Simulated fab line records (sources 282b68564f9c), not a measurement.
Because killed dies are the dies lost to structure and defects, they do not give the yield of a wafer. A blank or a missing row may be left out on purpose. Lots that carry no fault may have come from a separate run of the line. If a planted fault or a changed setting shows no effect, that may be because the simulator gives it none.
fab line records	flow ritCmos
record: lots: 6	wafers: 18	lastDay: 7
route steps=202 shown SDANNEAL@156 PSD@157 NSD@158 PLDD@159 NLDD@160 SILICIDE@161 CONTACT@168 M1@202
lots that met no fault: taken from a fault-free run of the same line
startH: hours from the record's first day to the start of the lot's first wafer shown	waitH: how many hours have passed since the lot's step before this one	" identical to the entry in the row above	L1.1+2: several wafers, shown together as one row	- value missing, or start not given	* or withheld: withheld	< > ~ a bound
route shown NAME@n: NAME is a module with steps in the file, n the number in the route of the first one	usual: the fault-free wafers' mean and standard deviation	same: alike in all rows	chamber/n: place in a boat	sites: readings site by site	_std_site: the values' standard deviation	_edge_site: the outer-site mean with the inner-site mean subtracted	radiusMm: how far each site lies from the wafer's centre	mask NAME#n: copy n	behind: tool/chamber where the wafer was last shaped	hold: reason for holding the lot/hours on hold/outcome of the hold	device: which transistor (n, p or np) failed to switch	end of line: tests of these same wafers at the route's end	a step without rows: its recipe alone	killed: count of dies lost to structure and defects at first sort (not the wafer's yield)	map: a wafer's dies, x killed, . not, _ none there
set.NAME: the setting the step ran with; set.NAME@STEP: the setting that earlier step ran with	model.NAME: the simulator's own value behind a step, which no gauge read
a table for each step, a row for each wafer; lots at some steps of the route
services: when a tool's chamber went out of use (startH, in hours from the record's first day, below 0 if earlier), for how many hours, and the reason
== steps ==
step: RIT_SDANNEAL_RTA_03
recipe: tempC: 1050	timeS: 5	idleTempC: 600	rampUpCPerS: 342	rampDownCPerS: 171	coolToC: 600	ambient: N2
usual: wafer_temp_C_max: 1053.4/1.1
same: timeS: 5
lot.wafer	tool	chamber	startH	waitH	wafer_temp_C_max
L716.2	rtpAnneal-02	0	52.35	0.0	1054.2
L716.3	"	0	"	"	1053.1
L716.6	"	0	"	"	1052.8
L718.1	rtpAnneal-02	0	65.88	0.0	1053.6
L718.4	"	0	"	"	1053.5
L718.6	"	0	"	"	1054.6
L728.2	rtpAnneal-02	0	113.78	0.0	1052.6
L728.3	"	0	"	"	1052.3
L728.6	"	0	"	"	1053.6
L731.2	rtpAnneal-01	0	130.05	0.0	1053.8
L731.3	"	0	"	"	1052.9
L731.4	"	0	"	"	1052.9
L733.1	rtpAnneal-01	0	139.53	0.0	1052.0
L733.4	"	0	"	"	1053.4
L733.5	"	0	"	"	1052.1
L736.3	rtpAnneal-02	0	152.41	0.0	1052.8
L736.4	"	0	"	"	1053.3
L736.6	"	0	"	"	1052.3
step: RIT_SDANNEAL_RS_MEAS_04
recipe: thkMeasGauge: four-point-probe
usual: PSD_RS: 115.6/0.31
lot.wafer	tool	chamber	startH	waitH	PSD_RS[ohm/sq]
L716.2	filmMetro-04	-	52.42	0.1	115.8
L716.3	"	-	"	"	115.4
L716.6	"	-	"	"	115.8
L718.1	filmMetro-02	-	65.94	0.0	115.1
L718.4	"	-	"	"	115.5
L718.6	"	-	"	"	115.2
L728.2	filmMetro-04	-	113.85	0.1	115.8
L728.3	"	-	"	"	115.7
L728.6	"	-	"	"	115.4
L731.2	filmMetro-02	-	130.12	0.1	115.5
L731.3	"	-	"	"	115.6
L731.4	"	-	"	"	115.9
L733.1	filmMetro-03	-	139.59	0.0	115.8
L733.4	"	-	"	"	115.8
L733.5	"	-	"	"	116.0
L736.3	filmMetro-02	-	152.49	0.1	115.6
L736.4	"	-	"	"	115.3
L736.6	"	-	"	"	115.4
step: RIT_SDANNEAL_RS_MEAS_05
recipe: thkMeasGauge: four-point-probe
usual: NSD_RS: 84.51/0.28
lot.wafer	tool	chamber	startH	waitH	NSD_RS[ohm/sq]
L716.2	filmMetro-04	-	52.54	0.1	84.58
L716.3	"	-	"	"	84.78
L716.6	"	-	"	"	84.58
L718.1	filmMetro-02	-	66.06	0.1	84.66
L718.4	"	-	"	"	84.62
L718.6	"	-	"	"	84.32
L728.2	filmMetro-04	-	113.97	0.1	84.86
L728.3	"	-	"	"	84.85
L728.6	"	-	"	"	84.34
L731.2	filmMetro-02	-	130.24	0.1	84.55
L731.3	"	-	"	"	84.40
L731.4	"	-	"	"	84.50
L733.1	filmMetro-03	-	139.71	0.1	84.66
L733.4	"	-	"	"	84.63
L733.5	"	-	"	"	84.54
L736.3	filmMetro-02	-	152.61	0.1	84.19
L736.4	"	-	"	"	84.05
L736.6	"	-	"	"	84.25
step: RIT_SDANNEAL_RS_MEAS_06
recipe: thkMeasGauge: four-point-probe
usual: PLDD_RS: 178.4/0.47
lot.wafer	tool	chamber	startH	waitH	PLDD_RS[ohm/sq]
L716.2	filmMetro-04	-	52.66	0.1	177.9
L716.3	"	-	"	"	178.0
L716.6	"	-	"	"	178.0
L718.1	filmMetro-02	-	66.18	0.1	177.7
L718.4	"	-	"	"	177.9
L718.6	"	-	"	"	178.2
L728.2	filmMetro-04	-	114.09	0.1	178.4
L728.3	"	-	"	"	178.5
L728.6	"	-	"	"	178.2
L731.2	filmMetro-02	-	130.36	0.1	178.0
L731.3	"	-	"	"	178.3
L731.4	"	-	"	"	178.1
L733.1	filmMetro-03	-	139.83	0.1	178.7
L733.4	"	-	"	"	178.5
L733.5	"	-	"	"	179.2
L736.3	filmMetro-02	-	152.73	0.1	177.9
L736.4	"	-	"	"	178.4
L736.6	"	-	"	"	177.9
step: RIT_SDANNEAL_RS_MEAS_07
recipe: thkMeasGauge: four-point-probe
usual: NLDD_RS: 151.5/0.54
lot.wafer	tool	chamber	startH	waitH	NLDD_RS[ohm/sq]
L716.2	filmMetro-04	-	52.78	0.1	151.1
L716.3	"	-	"	"	151.1
L716.6	"	-	"	"	151.0
L718.1	filmMetro-02	-	66.30	0.1	150.4
L718.4	"	-	"	"	150.7
L718.6	"	-	"	"	150.8
L728.2	filmMetro-04	-	114.21	0.1	151.7
L728.3	"	-	"	"	152.2
L728.6	"	-	"	"	152.3
L731.2	filmMetro-02	-	130.48	0.1	151.0
L731.3	"	-	"	"	150.6
L731.4	"	-	"	"	151.3
L733.1	filmMetro-03	-	139.95	0.1	151.7
L733.4	"	-	"	"	150.9
L733.5	"	-	"	"	151.1
L736.3	filmMetro-02	-	152.85	0.1	150.2
L736.4	"	-	"	"	150.5
L736.6	"	-	"	"	150.4
step: RIT_SILICIDE_WET_ETCH_00
recipe: chemistry: BOE	target: SiO2	targetDepthNm: 14	timeS: 15	dry: n2Spin	dilution: 10:1	tempC: 21.5
step: RIT_SILICIDE_SPUTTER_01
recipe: material: Ti	targetThkNm: 30	powerW: 337.6	chamberPressurePa: 0.667	gas: Ar	timeS: 240	substrateTempC: 25
usual: throttleValvePct: 29.9/1.2
same: timeS: 240
lot.wafer	tool	chamber	startH	waitH	throttleValvePct
L716.2	pvdSputter-03	-	52.89	0.0	29.6
L716.3	"	-	"	"	29.6
L716.6	"	-	"	"	29.3
L718.1	pvdSputter-03	-	66.43	0.0	29.5
L718.4	"	-	"	"	29.7
L718.6	"	-	"	"	29.6
L728.2	pvdSputter-04	-	114.32	0.0	31.6
L728.3	"	-	"	"	28.0
L728.6	"	-	"	"	31.6
L731.2	pvdSputter-03	-	130.59	0.0	29.4
L731.3	"	-	"	"	29.3
L731.4	"	-	"	"	29.8
L733.1	pvdSputter-03	-	140.09	0.0	29.6
L733.4	"	-	"	"	29.2
L733.5	"	-	"	"	29.1
L736.3	pvdSputter-04	-	152.94	0.0	30.3
L736.4	"	-	"	"	28.0
L736.6	"	-	"	"	31.1
step: RIT_SILICIDE_RS_MEAS_02
recipe: thkMeasGauge: four-point-probe	reads: Ti_of_SILICIDE_SPUTTER_01
usual: SILICIDE_TI_RS: 49.7/0.57
lot.wafer	tool	chamber	startH	waitH	SILICIDE_TI_RS[ohm/sq]
L716.2	filmMetro-01	-	53.06	0.1	49.7
L716.3	"	-	"	"	49.3
L716.6	"	-	"	"	49.5
L718.1	filmMetro-02	-	66.58	0.1	49.9
L718.4	"	-	"	"	49.4
L718.6	"	-	"	"	49.8
L728.2	filmMetro-02	-	114.49	0.1	51.2
L728.3	"	-	"	"	50.7
L728.6	"	-	"	"	51.1
L731.2	filmMetro-01	-	130.76	0.1	49.4
L731.3	"	-	"	"	49.1
L731.4	"	-	"	"	49.6
L733.1	filmMetro-02	-	140.24	0.1	49.4
L733.4	"	-	"	"	50.2
L733.5	"	-	"	"	49.7
L736.3	filmMetro-02	-	153.13	0.1	49.0
L736.4	"	-	"	"	49.5
L736.6	"	-	"	"	49.3
step: RIT_SILICIDE_THK_MEAS_03
recipe: thkMeasGauge: xrf	reads: Ti_of_SILICIDE_SPUTTER_01
usual: SILICIDE_TI_THK: 28.8/0.31
lot.wafer	tool	chamber	startH	waitH	SILICIDE_TI_THK[nm]
L716.2	filmMetro-01	-	53.17	0.1	28.8
L716.3	"	-	"	"	28.8
L716.6	"	-	"	"	28.8
L718.1	filmMetro-02	-	66.70	0.1	28.8
L718.4	"	-	"	"	28.6
L718.6	"	-	"	"	28.6
L728.2	filmMetro-02	-	114.60	0.1	28.1
L728.3	"	-	"	"	28.2
L728.6	"	-	"	"	28.1
L731.2	filmMetro-01	-	130.87	0.1	29.0
L731.3	"	-	"	"	29.2
L731.4	"	-	"	"	29.0
L733.1	filmMetro-02	-	140.36	0.1	28.9
L733.4	"	-	"	"	28.5
L733.5	"	-	"	"	28.8
L736.3	filmMetro-02	-	153.23	0.1	28.8
L736.4	"	-	"	"	28.6
L736.6	"	-	"	"	28.9
step: RIT_SILICIDE_RTA_04
recipe: tempC: 650	timeS: 10	idleTempC: 25	rampUpS: 5	rampDownS: 5	coolToC: 25	ambient: N2
usual: wafer_temp_C_max: 652.8/0.66
same: timeS: 10
lot.wafer	tool	chamber	startH	waitH	wafer_temp_C_max
L716.2	rtpAnneal-01	0	53.23	0.1	652.9
L716.3	"	0	"	"	652.0
L716.6	"	0	"	"	652.3
L718.1	rtpAnneal-01	0	66.76	0.1	652.5
L718.4	"	0	"	"	652.4
L718.6	"	0	"	"	652.7
L728.2	rtpAnneal-01	0	114.66	0.1	651.8
L728.3	"	0	"	"	652.4
L728.6	"	0	"	"	652.2
L731.2	rtpAnneal-02	0	130.93	0.1	652.4
L731.3	"	0	"	"	652.6
L731.4	"	0	"	"	652.5
L733.1	rtpAnneal-02	0	140.42	0.1	652.9
L733.4	"	0	"	"	653.2
L733.5	"	0	"	"	653.4
L736.3	rtpAnneal-01	0	153.29	0.1	652.4
L736.4	"	0	"	"	652.4
L736.6	"	0	"	"	652.0
step: RIT_SILICIDE_WET_ETCH_05
recipe: chemistry: SPM	target: Ti	tempC: 90	timeS: 120	dry: n2Spin
step: RIT_SILICIDE_RTA_06
recipe: tempC: 750	timeS: 10	idleTempC: 25	rampUpS: 5	rampDownS: 10	coolToC: 25	ambient: N2
usual: wafer_temp_C_max: 753.2/0.81
same: timeS: 10
lot.wafer	tool	chamber	startH	waitH	wafer_temp_C_max
L716.2	rtpAnneal-02	0	53.34	0.0	754.4
L716.3	"	0	"	"	755.6
L716.6	"	0	"	"	754.5
L718.1	rtpAnneal-02	0	66.87	0.0	753.1
L718.4	"	0	"	"	753.7
L718.6	"	0	"	"	754.2
L728.2	rtpAnneal-02	0	114.77	0.0	754.9
L728.3	"	0	"	"	753.6
L728.6	"	0	"	"	753.1
L731.2	rtpAnneal-01	0	131.04	0.0	753.1
L731.3	"	0	"	"	752.5
L731.4	"	0	"	"	752.4
L733.1	rtpAnneal-01	0	140.52	0.0	753.1
L733.4	"	0	"	"	751.9
L733.5	"	0	"	"	752.0
L736.3	rtpAnneal-02	0	153.41	0.0	753.9
L736.4	"	0	"	"	753.1
L736.6	"	0	"	"	754.2
step: RIT_CONTACT_CVD_00
recipe: material: SiO2	targetThkNm: 400	precursor: TEOS	tempC: 390	timeS: 61	rfW: 400
usual: heaterPowerW: 327/44	susceptorTempC: 390.02/0.21
lot.wafer	tool	chamber	startH	waitH	heaterPowerW	susceptorTempC	model.SiO2_of_CONTACT_CVD_00.thkNm
L716.2	pecvd-04	1	53.39	0.0	412	390.06	400.1
L716.3	"	0	"	"	319	390.03	402.3
L716.6	"	0	"	"	335	389.97	406.2
L718.1	pecvd-03	0	66.94	0.1	343	389.87	394
L718.4	"	2	"	"	371	389.83	399.3
L718.6	"	1	"	"	296	390.08	400.1
L728.2	pecvd-04	0	114.83	0.0	290	389.59	396.4
L728.3	"	1	"	"	398	389.86	552
L728.6	"	2	"	"	370	390.01	403.7
L731.2	pecvd-04	0	131.09	0.0	332	389.97	395.9
L731.3	"	1	"	"	400	389.80	552.8
L731.4	"	2	"	"	382	389.98	399.2
L733.1	pecvd-03	0	140.59	0.1	323	390.10	392.2
L733.4	"	1	"	"	266	390.02	397.2
L733.5	"	2	"	"	278	390.11	398.5
L736.3	pecvd-03	1	153.45	0.0	293	389.87	398.4
L736.4	"	2	"	"	369	390.02	404.8
L736.6	"	1	"	"	304	389.99	402.9
step: RIT_CONTACT_THK_MEAS_01
recipe: reads: SiO2_of_CONTACT_CVD_00
usual: CONTACT_TEOS_THK: 399/5
lot.wafer	tool	chamber	startH	waitH	CONTACT_TEOS_THK[nm]
L716.2	filmMetro-02	-	53.45	0.0	400
L716.3	"	-	"	"	402
L716.6	"	-	"	"	406
L718.1	filmMetro-03	-	66.99	0.0	394
L718.4	"	-	"	"	399
L718.6	"	-	"	"	400
L728.2	filmMetro-03	-	114.89	0.0	396
L728.3	"	-	"	"	552
L728.6	"	-	"	"	403
L731.2	filmMetro-03	-	131.15	0.0	396
L731.3	"	-	"	"	553
L731.4	"	-	"	"	399
L733.1	filmMetro-01	-	140.64	0.0	392
L733.4	"	-	"	"	397
L733.5	"	-	"	"	398
L736.3	filmMetro-01	-	153.52	0.0	398
L736.4	"	-	"	"	405
L736.6	"	-	"	"	403
step: RIT_CONTACT_HMDS_02
recipe: primeTimeS: 60	primeTempC: 140
step: RIT_CONTACT_COAT_03
recipe: resist: NOVOLAK	spinRpm: 3250	resistThkNm: 1000
step: RIT_CONTACT_SOFTBAKE_04
recipe: resist: NOVOLAK	tempC: 90	timeS: 60
step: RIT_CONTACT_EXPOSE_05
recipe: maskId: M11	na: 0.6	sourceShape: conventional	sigmaOuter: 0.5	targetCdNm: 1000	doseMj: 250
step: RIT_CONTACT_PEB_06
recipe: resist: NOVOLAK	tempC: withheld	timeS: withheld
step: RIT_CONTACT_DEVELOP_07
recipe: resist: NOVOLAK	developTimeS: 120	devTempC: 23
step: RIT_CONTACT_CD_MEAS_08
recipe: targetCdNm: 1000
usual: cdNm: 1000.1/2
lot.wafer	tool	chamber	startH	waitH	cdNm
L716.2	cdSem-01	-	54.62	-	996.5
L716.3	"	-	"	"	996.4
L716.6	"	-	"	"	995.6
L718.1	cdSem-02	-	68.14	-	1000.8
L718.4	"	-	"	"	998.3
L718.6	"	-	"	"	1000.3
L728.2	cdSem-02	-	116.05	-	1000.6
L728.3	"	-	"	"	998.2
L728.6	"	-	"	"	997.8
L731.2	cdSem-02	-	132.32	-	995.5
L731.3	"	-	"	"	997.1
L731.4	"	-	"	"	998.6
L733.1	cdSem-02	-	141.79	-	1003.0
L733.4	"	-	"	"	1002.6
L733.5	"	-	"	"	1001.0
L736.3	cdSem-02	-	154.69	-	999.1
L736.4	"	-	"	"	998.3
L736.6	"	-	"	"	998.6
step: RIT_CONTACT_OVL_MEAS_09
usual: CONTACT_OVL: 0.1/1.5
lot.wafer	tool	chamber	startH	waitH	CONTACT_OVL[nm]
L716.2	overlay-01	-	54.72	0.1	0.7
L716.3	"	-	"	"	1.4
L716.6	"	-	"	"	0.5
L718.1	overlay-01	-	68.27	0.1	-1.4
L718.4	"	-	"	"	-0.6
L718.6	"	-	"	"	-2.4
L728.2	overlay-01	-	116.16	0.1	0.7
L728.3	"	-	"	"	0.9
L728.6	"	-	"	"	-0.7
L731.2	overlay-02	-	132.42	0.1	-1.9
L731.3	"	-	"	"	-3.4
L731.4	"	-	"	"	-2.2
L733.1	overlay-02	-	141.91	0.1	-1.6
L733.4	"	-	"	"	-2.3
L733.5	"	-	"	"	-0.9
L736.3	overlay-01	-	154.78	0.1	-1.0
L736.4	"	-	"	"	1.1
L736.6	"	-	"	"	1.7
step: RIT_CONTACT_HARDBAKE_10
recipe: resist: NOVOLAK	tempC: 140	timeS: 60
step: RIT_CONTACT_ETCH_11
recipe: targetDepthA: 4800	overEtchFrac: 0.2	stopOn: TiSi2	chemistry: CHF3/CF4/Ar	target: SiO2	CHF3_flow_sccm: 50	cf4FlowSccm: 10	Ar_flow_sccm: 100	O2_flow_sccm: 5	pressureMtorr: 100	rfW: 200	timeS: 320
usual: drypumpMotorCurrentA: 5.7/0.48	mfcArSccm: 100.04/0.27	oesProductAu: 0.989/0.016	throttleValvePct: 8.87/0.11
same: timeS: 320
lot.wafer	tool	chamber	startH	waitH	drypumpMotorCurrentA	mfcArSccm	oesProductAu	rfHoursCounterH	throttleValvePct	model.etch.depthNm	model.CONTACT.featureDepthNm
L716.2	rieDiel-02	2	54.90	0.1	5.3	99.77	1.008	163	8.79	400.1	400.1
L716.3	"	3	"	"	6.0	100.11	0.973	6	8.83	402.3	402.3
L716.6	"	2	"	"	5.3	99.68	1.000	-	8.80	406.2	406.2
L718.1	rieDiel-04	2	68.45	0.1	6.2	99.73	0.996	140	8.87	394	394
L718.4	"	1	"	"	5.9	100.27	0.969	104	8.71	399.3	399.3
L718.6	"	1	"	"	5.9	99.84	0.966	-	8.73	400.1	400.1
L728.2	rieDiel-02	1	116.34	0.1	5.0	99.97	0.978	78	8.95	396.4	396.4
L728.3	"	3	"	"	6.0	100.42	0.981	7	8.81	495	495
L728.6	"	1	"	"	5.0	100.48	0.985	-	8.96	403.7	403.7
L731.2	rieDiel-02	0	132.60	0.1	6.3	100.23	1.002	84	8.89	395.9	395.9
L731.3	"	1	"	"	5.0	100.18	0.997	78	8.97	480.4	480.4
L731.4	"	1	"	"	5.0	99.80	0.983	-	8.97	399.2	399.2
L733.1	rieDiel-02	0	142.10	0.1	6.3	100.28	0.990	85	8.90	392.2	392.2
L733.4	"	1	"	"	5.0	99.90	0.979	79	8.96	397.2	397.2
L733.5	"	1	"	"	5.0	100.18	0.980	-	8.97	398.5	398.5
L736.3	rieDiel-02	2	154.96	0.1	5.3	99.83	1.011	1	8.81	398.4	398.4
L736.4	"	3	"	"	6.0	100.41	0.964	8	8.82	404.8	404.8
L736.6	"	3	"	"	6.0	99.63	0.965	-	8.84	402.9	402.9
step: RIT_CONTACT_STRIP_12
recipe: chemistry: O2	timeS: 180	resist: NOVOLAK	platenTempC: withheld	powerW: 500	pressureMtorr: 4000	o2FlowSccm: 4000
usual: drypumpMotorCurrentA: 5.6/0.42
same: timeS: 180
lot.wafer	tool	chamber	startH	waitH	drypumpMotorCurrentA	rfHoursCounterH
L716.2	plasmaAsher-04	0	55.10	0.1	5.8	41
L716.3	"	0	"	"	5.8	-
L716.6	"	1	"	"	5.8	-
L718.1	plasmaAsher-03	0	68.65	0.1	5.3	42
L718.4	"	0	"	"	5.3	-
L718.6	"	1	"	"	5.2	-
L728.2	plasmaAsher-01	1	116.53	0.1	5.9	35
L728.3	"	1	"	"	5.9	-
L728.6	"	1	"	"	5.9	-
L731.2	plasmaAsher-01	0	132.80	0.1	4.7	37
L731.3	"	1	"	"	5.9	-
L731.4	"	0	"	"	4.8	-
L733.1	plasmaAsher-04	1	142.29	0.1	5.8	49
L733.4	"	1	"	"	5.8	-
L733.5	"	0	"	"	5.8	-
L736.3	plasmaAsher-04	0	155.21	0.2	5.8	-
L736.4	"	1	"	"	5.8	-
L736.6	"	0	"	"	5.8	-
step: RIT_CONTACT_CD_MEAS_90
recipe: targetCdNm: 1000
usual: cdNm: 1000.1/2
lot.wafer	tool	chamber	startH	waitH	cdNm
L716.2	cdSem-01	-	55.29	0.1	997.1
L716.3	"	-	"	"	996.7
L716.6	"	-	"	"	995.7
L718.1	cdSem-01	-	68.82	0.1	1000.9
L718.4	"	-	"	"	998.0
L718.6	"	-	"	"	1000.3
L728.2	cdSem-01	-	116.73	0.1	1000.8
L728.3	"	-	"	"	998.3
L728.6	"	-	"	"	997.9
L731.2	cdSem-01	-	132.99	0.1	995.1
L731.3	"	-	"	"	997.2
L731.4	"	-	"	"	999.0
L733.1	cdSem-01	-	142.47	0.1	1003.1
L733.4	"	-	"	"	1002.8
L733.5	"	-	"	"	1000.9
L736.3	cdSem-01	-	155.37	0.1	998.4
L736.4	"	-	"	"	998.2
L736.6	"	-	"	"	998.6
step: RIT_CONTACT_CLEAN_13
recipe: chemistry: SC1	mix: 3:3:50	timeS: 600	tempC: 75
usual: tempC: 75.01/0.11
same: timeS: 600
lot.wafer	tool	chamber	startH	waitH	tempC	model.SiO2_of_CONTACT_CVD_00.thkNm
L716.2	wetBench-04	2	55.39	0.1	74.79	396
L716.3	"	2	"	"	75.12	398.2
L716.6	"	2	"	"	75.01	402.1
L718.1	wetBench-03	1	68.94	0.1	74.95	389.9
L718.4	"	1	"	"	74.89	395.2
L718.6	"	1	"	"	74.73	395.9
L728.2	wetBench-04	2	116.83	0.1	74.75	392.3
L728.3	"	2	"	"	75.03	547.9
L728.6	"	2	"	"	74.87	399.6
L731.2	wetBench-01	3	133.09	0.1	74.87	391.7
L731.3	"	3	"	"	75.02	548.6
L731.4	"	3	"	"	75.09	395
L733.1	wetBench-03	1	142.59	0.1	74.97	388.1
L733.4	"	1	"	"	75.09	393.1
L733.5	"	1	"	"	75.05	394.4
L736.3	wetBench-04	2	155.45	0.1	75.07	394.2
L736.4	"	2	"	"	74.93	400.7
L736.6	"	2	"	"	75.07	398.7
step: RIT_CONTACT_CLEAN_14
recipe: chemistry: SC2	mix: 3:3:50	timeS: 600	tempC: 75	dry: n2Spin
step: RIT_M1_PROBE_99
usual: killedAtContacts: 0.1/0.3	killedAtFrontEnd: 6.7/2.6	killedDies: 6.8/2.6	killedOnRim: 1.9/1.3	killedOpen: 3.3/1.7	killedShort: 3.4/2
same: grossDies: 264	killed_at_M0_to_M3: 0	killed_at_M4_up: 0	killedAtBackSide: 0	killedAtOther: 0
lot.wafer	tool	chamber	startH	waitH	killedAtContacts	killedAtFrontEnd	killedDies	killedOnRim	killedOpen	killedShort
L716.2	prober-01	-	59.95	0.1	1	5	6	3	3	1
L716.3	prober-01	-	60.00	0.2	0	7	7	2	4	3
L716.6	prober-01	-	60.15	0.2	1	5	6	3	2	3
L728.2	prober-01	-	121.74	0.1	0	2	2	2	1	1
L728.3	prober-01	-	121.79	0.2	258	6	264	70	3	3
L728.6	prober-01	-	121.94	0.2	0	5	5	0	3	2
L731.2	prober-01	-	137.52	0.1	0	6	6	1	3	3
L731.3	prober-01	-	137.57	0.2	261	3	264	70	1	1
L731.4	prober-01	-	137.62	0.2	0	13	13	6	7	6
L733.1	prober-02	-	147.08	0.1	0	7	7	4	3	4
L733.4	prober-02	-	147.23	0.2	0	13	13	3	4	9
L733.5	prober-02	-	147.28	0.2	0	5	5	2	3	2
L736.3	prober-01	-	160.14	0.2	0	5	5	2	2	3
L736.4	prober-01	-	160.19	0.2	0	8	8	2	1	7
L736.6	prober-01	-	160.29	0.2	0	11	11	2	4	7
killed by level:class
L716.2 REOX:geometricParticle:open=2 GATE:geometricParticle:open=1 SPACER:geometricParticle:short=1 NWELL:coatMicrobubblePrinted=1 CONTACT:coatMicrobubblePrinted=1
L716.3 FOX1:geometricParticle:open=2 SPACER:geometricParticle:short=2 FOX1:geometricParticle:short=1 SPACER:geometricParticle:open=1 SILICIDE:geometricParticle:open=1
L716.6 FOX1:geometricParticle:open=1 FOX1:geometricParticle:short=1 FOX2:geometricParticle:short=1 REOX:geometricParticle:short=1 REOX:geometricParticle:open=1 CONTACT:coatMicrobubblePrinted=1
L728.2 SPACER:geometricParticle:open=1 SILICIDE:geometricParticle:short=1
L728.3 CONTACT:areaEtch=258 GATE:geometricParticle:open=3 GATE:geometricParticle:short=2 REOX:geometricParticle:short=1
L728.6 GATE:geometricParticle:short=2 GATE:geometricParticle:open=1 REOX:geometricParticle:open=1 SPACER:geometricParticle:open=1
L731.2 GATE:geometricParticle:short=2 FOX1:geometricParticle:open=1 REOX:geometricParticle:open=1 SPACER:geometricParticle:open=1 SILICIDE:geometricParticle:short=1
L731.3 CONTACT:areaEtch=261 REOX:geometricParticle:open=1 SILICIDE:geometricParticle:short=1 PSD:coatMicrobubblePrinted=1
L731.4 GATE:geometricParticle:short=3 GATE:geometricParticle:open=3 REOX:geometricParticle:short=2 REOX:geometricParticle:open=2 FOX1:geometricParticle:short=1 FOX1:geometricParticle:open=1 SILICIDE:geometricParticle:open=1
L733.1 GATE:geometricParticle:short=4 GATE:geometricParticle:open=2 FOX2:geometricParticle:open=1
L733.4 GATE:geometricParticle:short=3 FOX1:geometricParticle:short=2 FOX2:geometricParticle:short=2 REOX:geometricParticle:short=2 SILICIDE:geometricParticle:open=2 GATE:geometricParticle:open=1 REOX:geometricParticle:open=1
L733.5 GATE:geometricParticle:open=3 GATE:geometricParticle:short=1 SILICIDE:geometricParticle:short=1
L736.3 FOX1:geometricParticle:open=1 GATE:geometricParticle:short=1 REOX:geometricParticle:short=1 SPACER:geometricParticle:short=1 SPACER:geometricParticle:open=1
L736.4 GATE:geometricParticle:short=4 REOX:geometricParticle:open=1 REOX:geometricParticle:short=1 SPACER:geometricParticle:short=1 SILICIDE:geometricParticle:short=1
L736.6 GATE:geometricParticle:open=3 FOX1:geometricParticle:short=2 GATE:geometricParticle:short=2 SPACER:geometricParticle:short=2 FOX1:geometricParticle:open=1 REOX:geometricParticle:short=1
map L728.3 (x killed, . not)
________xxxxxxx_______
_____xxxxxxxxxxxxx____
____xxxxxxxxxxxxxxx___
___xxxxxxxxxxxxxxxxx__
__xxxxxxxxxxxxxxxxxxx_
__xxxxxxxxxxxxxxxxxxx_
_xxxxxxxxxxxxxxxxxxxxx
_xxxxxxxxxxxxxxxxxxxxx
_xxxxxxxxxxxxxxxxxxxxx
_xxxxxxxxxxxxxxxxxxxxx
__xxxxxxxxxxxxxxxxxxx_
__xxxxxxxxxxxxxxxxxxx_
___xxxxxxxxxxxxxxxxx__
____xxxxxxxxxxxxxxx___
_____xxxxxxxxxxxxx____
________xxxxxxx_______
map L731.3 (x killed, . not)
________xxxxxxx_______
_____xxxxxxxxxxxxx____
____xxxxxxxxxxxxxxx___
___xxxxxxxxxxxxxxxxx__
__xxxxxxxxxxxxxxxxxxx_
__xxxxxxxxxxxxxxxxxxx_
_xxxxxxxxxxxxxxxxxxxxx
_xxxxxxxxxxxxxxxxxxxxx
_xxxxxxxxxxxxxxxxxxxxx
_xxxxxxxxxxxxxxxxxxxxx
__xxxxxxxxxxxxxxxxxxx_
__xxxxxxxxxxxxxxxxxxx_
___xxxxxxxxxxxxxxxxx__
____xxxxxxxxxxxxxxx___
_____xxxxxxxxxxxxx____
________xxxxxxx_______
== services ==
tool	chamber	startH	hours	kind
pvdSputter-04	-	29.49	2.9	repair
wetBench-01	-	40.61	2.1	repair
rieDiel-02	3	45.81	6.1	repair
plasmaAsher-04	-	62.96	15.9	pm
rieDiel-02	2	84.55	-	clean
rieDiel-02	2	84.55	20.4	scheduledDown
rieDiel-02	2	84.55	20.4	ventCycle
pvdSputter-03	-	101.45	16.1	repair
plasmaAsher-03	-	107.08	5.2	repair
plasmaAsher-03	-	112.27	9.0	pm
plasmaAsher-03	0	112.27	9.0	ventCycle
plasmaAsher-03	1	112.27	9.0	ventCycle
pvdSputter-03	-	112.44	2.2	repair
rieDiel-02	3	121.12	15.6	repair
plasmaAsher-03	0	121.27	-	clean
plasmaAsher-03	1	121.27	-	clean
pvdSputter-03	-	122.45	2.5	repair
rieDiel-02	1	122.91	2.9	repair
pecvd-03	-	128.00	2.2	repair
wetBench-01	-	130.07	1.6	repair
rieDiel-02	-	137.36	2.8	pm
rieDiel-02	3	146.63	4.1	repair
pvdSputter-03	-	148.62	1.4	repair
pecvd-04	-	148.77	5.5	pm
== key ==
firstSign: step: RIT_CONTACT_THK_MEAS_01	reading: CONTACT_TEOS_THK	direction: up	sigmas: 31	usual: 399	struck: 553
effect: step: RIT_M1_PROBE_99	reading: killedAtContacts	direction: up	sigmas: 99+	usual: 0.1	struck: 259.5
modelEffect: step: RIT_CONTACT_CVD_00	value: SiO2_of_CONTACT_CVD_00.thkNm	without: 393.6	struck: 552.4
modelEffect: step: RIT_CONTACT_ETCH_11	value: etch.depthNm	without: 393.6	struck: 487.7
modelEffect: step: RIT_CONTACT_CLEAN_13	value: SiO2_of_CONTACT_CVD_00.thkNm	without: 389.5	struck: 548.3
moreKillsBornAt: RIT_CONTACT_ETCH_11@rieDiel-02: 519
metAt RIT_CONTACT_CVD_00
struckWafers L728.3,L731.3
laterRowsLeftOut L728.3,L731.3
testerLeftOut L728,L731
onsetBetween 53.39 114.83
fault: kind: processParameterDrift	tool: pecvd-04	chamber: 1	onsetH: 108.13	steps: RIT_CONTACT_CVD_00	channel: targetThkNm	offset: 160	shape: step	endH: 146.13	stated: 400
testerLeftOut: of these lots the tester's yield and bins aren't shown, on N5 and GAA mostly nor the transistor test; their killed dies are dies lost to structure and defects alone, not to doping, threshold or leakage, so they don't give the yield
laterRowsLeftOut: the simulator's readings of these wafers behind a module that went badly wrong aren't trusted and aren't shown, but for the sort
